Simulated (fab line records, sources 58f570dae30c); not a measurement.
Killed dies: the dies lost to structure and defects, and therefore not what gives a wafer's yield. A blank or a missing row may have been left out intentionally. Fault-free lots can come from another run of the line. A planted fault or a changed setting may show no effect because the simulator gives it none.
Code-filled problem report in 8D (eight disciplines) form -- flow berkeley_cmos170 -- the parts of the form that need people (team, actions taken, sign-off) are left out

== 1. PROBLEM STATEMENT ==
Wafers without a fault read 150.00, standard deviation 0.044; beam_energy_keV at UCB170_NWELL_IMPLANT_14 reads a mean of 126.13 on 9 wafers belonging to 3 lots. That is -99 or more standard deviations from the usual mean.
Seen first at day 5 03:59 on implanter-01, wafer L632.2. Wafers with a number at this step in the record: 45, from 15 lots. By rule, "out" or "out of limits" means more than 4 standard deviations away from the usual mean. The other wafers with a number count as sound.

== 2. WHAT IT IS AND WHAT IT IS NOT ==
question,is,is not
which readings at this step,beam_energy_keV,end_station_pressure_torr
which lots,"L632, L634, L636","L620, L621, L622, L623, L625, L626, L627, L628, L629, L631, L637, L641"
which wafers of those lots,all that have a number,-
read on which tools,implanter-01,"implanter-02, implanter-03"
when,from day 5 03:59,"up to then (30 sound wafers); but 6 sound wafers of L637, L641 came after"

== 3. THE SUSPECTS, EACH WITH WHAT RULES IT OUT ==
Counting: a tool at any process step up to the reading remains a suspect when it ran all the lots that are out and ran no sound lot after the first of those.
- implanter-01 at UCB170_NWELL_IMPLANT_14: kept. All lots that are out passed through it, beginning with L632 at day 5 03:59, and no sound lot followed; its final sound lot before that point was L631 at day 4 15:43. Out on those wafers are its own readings of beam_energy_keV.
After counting, what remains is implanter-01 at UCB170_NWELL_IMPLANT_14.

== 4. THE CAUSE (what the simulator had put in) ==
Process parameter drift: implanter-01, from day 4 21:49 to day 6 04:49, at UCB170_NWELL_IMPLANT_14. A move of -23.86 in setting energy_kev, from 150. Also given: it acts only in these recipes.
Counting left only this tool.

== 5. THE CHAIN OF EFFECTS, in route order ==
Each row: a reading where the mean over the struck wafers with a number is more than 3 standard deviations away from the usual. Scope: only readings with a usual standard deviation given in the record; hours: median across lots of the time from each lot's start at the first step in this table that gives one to its start at this step; sigmas: change in usual standard deviations.
hours,step,reading,usual,on struck wafers,change,sigmas
0,UCB170_NWELL_IMPLANT_14,beam_energy_keV,150.00,126.13,-23.87,-99 or more
Process steps it contains:
- UCB170_NWELL_IMPLANT_14
Later measuring or inspecting steps at which every struck wafer that the step has a row for has a number for every such reading, and none has moved that far: UCB170_NWELL_TW_MEAS_16, UCB170_PWELL_THK_MEAS_03, UCB170_PWELL_THK_MEAS_06.

== 6. WHAT WOULD HAVE CAUGHT IT SOONER ==
6 hours passed between the start of the fault at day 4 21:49 and the first reading out of limits in this record, taken at day 5 03:59.
